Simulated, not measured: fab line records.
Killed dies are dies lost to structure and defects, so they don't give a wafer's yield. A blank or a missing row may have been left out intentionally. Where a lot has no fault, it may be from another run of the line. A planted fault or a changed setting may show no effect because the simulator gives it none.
The same fault as seen by 2 desks -- flow berkeley cmos170 -- every desk sees just its own numbers, and what lay behind them comes last

## THE METROLOGY DESK
What the gauges read, lot by lot, whatever tool the lot ran on: means of the sampled wafers that have a number. If a lot's mean is further than 4 standard deviations from the usual mean, the lot is out of limits and carries the mark OUT (the distance appears in the brackets).
Columns: A = NLDD_RS at UCB170_SDANNEAL_RS_MEAS_05, usual 616.4 ohm/sq
lot,first seen here,A
L826,day 8 19:44,617.0
L830,day 8 21:27,616.9
L824,day 8 21:43,614.8
L827,day 8 22:03,617.1
L828,day 8 22:11,617.0
L831,day 9 10:32,619.2
L832,day 9 16:18,615.2
L834,day 9 16:34,622.3
L833,day 10 07:43,623.2 (+4.6) OUT
L839,day 11 13:50,617.4
L841,day 11 14:13,616.1
L840,day 11 14:35,613.8
L842,day 11 14:45,614.9
L846,day 12 15:56,616.6
This desk finds L833 out of limits, with the earliest case on L833 at day 10 07:43 (NLDD_RS at UCB170_SDANNEAL_RS_MEAS_05). Within limits: L826, L830, L824, L827, L828, L831, L832, L834, L839, L841, L840, L842, L846.

## AT THE TOOL OWNER'S DESK: implanter-04
The tool's own readings at UCB170_NLDD_IMPLANT_08: means of the sampled wafers that have a number, for each lot that ran on this tool. If a lot's mean is further than 4 standard deviations from the usual mean, the lot is out of limits and carries the mark OUT (the distance appears in the brackets).
Columns: A = rotation deg at UCB170_NLDD_IMPLANT_08, usual 0.001 degrees
lot,first seen here,A
L827,day 8 09:07,0.010
L828,day 8 10:04,-0.017
L834,day 9 02:50,0.006
L833,day 9 15:29,0.022
Result from this desk: across the 4 lots, nothing is out of limits.

## TAKEN TOGETHER
On L833, the metrology desk was in a position to raise an alarm at day 10 07:43.
The tool owner's desk saw nothing out of limits.
Tool owner's desk: L833 on record, inside its limits.
Of the lots named, all ran UCB170_NLDD_IMPLANT_08 on implanter-04.

## WHAT THE SIMULATOR HAD INSERTED
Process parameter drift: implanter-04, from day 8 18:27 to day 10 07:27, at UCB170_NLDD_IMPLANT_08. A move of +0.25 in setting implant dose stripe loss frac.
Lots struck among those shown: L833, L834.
Delay in hours, fault start to first out-of-limits reading, per desk: metrology desk 37.
